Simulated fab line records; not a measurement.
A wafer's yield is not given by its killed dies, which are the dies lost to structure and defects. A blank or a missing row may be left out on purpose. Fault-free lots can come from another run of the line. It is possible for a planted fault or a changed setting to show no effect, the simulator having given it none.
The tool behind it: which one? | flow berkeleyCmos170 | 7 lots with 21 wafers sampled at 4 steps, on a route of 331 steps

== WHAT EACH GAUGE READ, for each wafer ==
UCB170_V1_OVL_MEAS_13.
lot  | measured     | on         | V1_OVL (nm)
L357 | day 8 07:28  | overlay-01 | 14 15 6
L359 | day 8 10:56  | overlay-01 | -2 7 7
L362 | day 9 13:17  | overlay-01 | -8 -11 -10
L371 | day 11 07:47 | overlay-01 | -1 -3 1
L370 | day 11 09:56 | overlay-02 | - - -
L377 | day 12 00:08 | overlay-01 | 5 -5 -1
L375 | day 12 00:50 | overlay-02 | -3 -2 -6

== TOOL THAT RAN EACH LOT (tool first, then ch and the chambers of the sampled wafers, then the start) ==
lot  | UCB170_M1_SPUTTER_00        | UCB170_M1_ETCH_11                 | UCB170_V1_DEVELOP_11
L357 | pvdSputter-02, day 7 23:34  | rieDiel-03 ch 0,2, day 8 00:58    | lithoTrack-03 ch 0, day 8 07:00
L359 | pvdSputter-01, day 8 01:44  | rieDiel-03 ch 0,1,3, day 8 03:19  | lithoTrack-01 ch 0, day 8 10:00
L362 | pvdSputter-02, day 9 02:43  | rieDiel-04 ch 0,1,3, day 9 04:05  | lithoTrack-03 ch 0, day 9 13:00
L371 | pvdSputter-04, day 10 23:27 | rieDiel-01 ch 1,2,3, day 11 02:15 | lithoTrack-01 ch 0, day 11 07:00
L370 | pvdSputter-04, day 10 23:50 | rieDiel-04 ch 0,1,3, day 11 03:15 | lithoTrack-04, day 11 09:00
L377 | pvdSputter-04, day 11 14:14 | rieDiel-01 ch 2,3, day 11 16:01   | lithoTrack-03 ch 0, day 11 23:00
L375 | pvdSputter-02, day 11 15:14 | rieDiel-01 ch 0,2,3, day 11 17:37 | lithoTrack-03 ch 0, day 12 00:00
- UCB170_M1_SPUTTER_00: material Al, target thk 600 nm, time 80 s.
- UCB170_M1_ETCH_11: etches BARC in N2/H2.
- UCB170_V1_DEVELOP_11: develop time 45 s.

== THE ANSWER, worked out from the rows above alone ==
Rule: what is usual is taken from the lots themselves. The widest of any qualifying gaps counts: lots, ordered by their means at a reading, are off when they make up no more than a third of the lots, leave a main group of 4 or more, and stand apart from it by 3 or more times the standard deviation of that group's means. The tables above print the reading to a certain number of digits; a main group whose means all agree to those digits is not used. A lot without any number at a reading at which 4 lots or more have one is off too. Where the step has rows for the other lots, those lots are counted as sound.
Off: at UCB170_V1_OVL_MEAS_13 (V1_OVL), L370. Without a number there: L370. Mean 0 nm and standard deviation 6.6 in the main group.
A tool fits if, at a process step before that reading, it ran every lot that is off, and no sound lot after the first of them. Those tools and the gauges at UCB170_V1_OVL_MEAS_13 are tried in the same way. Can't be told from this: 2 tools fit, rieDiel-04 at UCB170_M1_ETCH_11, lithoTrack-04 at UCB170_V1_DEVELOP_11.

== WHAT WAS PUT IN BY THE SIMULATOR ==
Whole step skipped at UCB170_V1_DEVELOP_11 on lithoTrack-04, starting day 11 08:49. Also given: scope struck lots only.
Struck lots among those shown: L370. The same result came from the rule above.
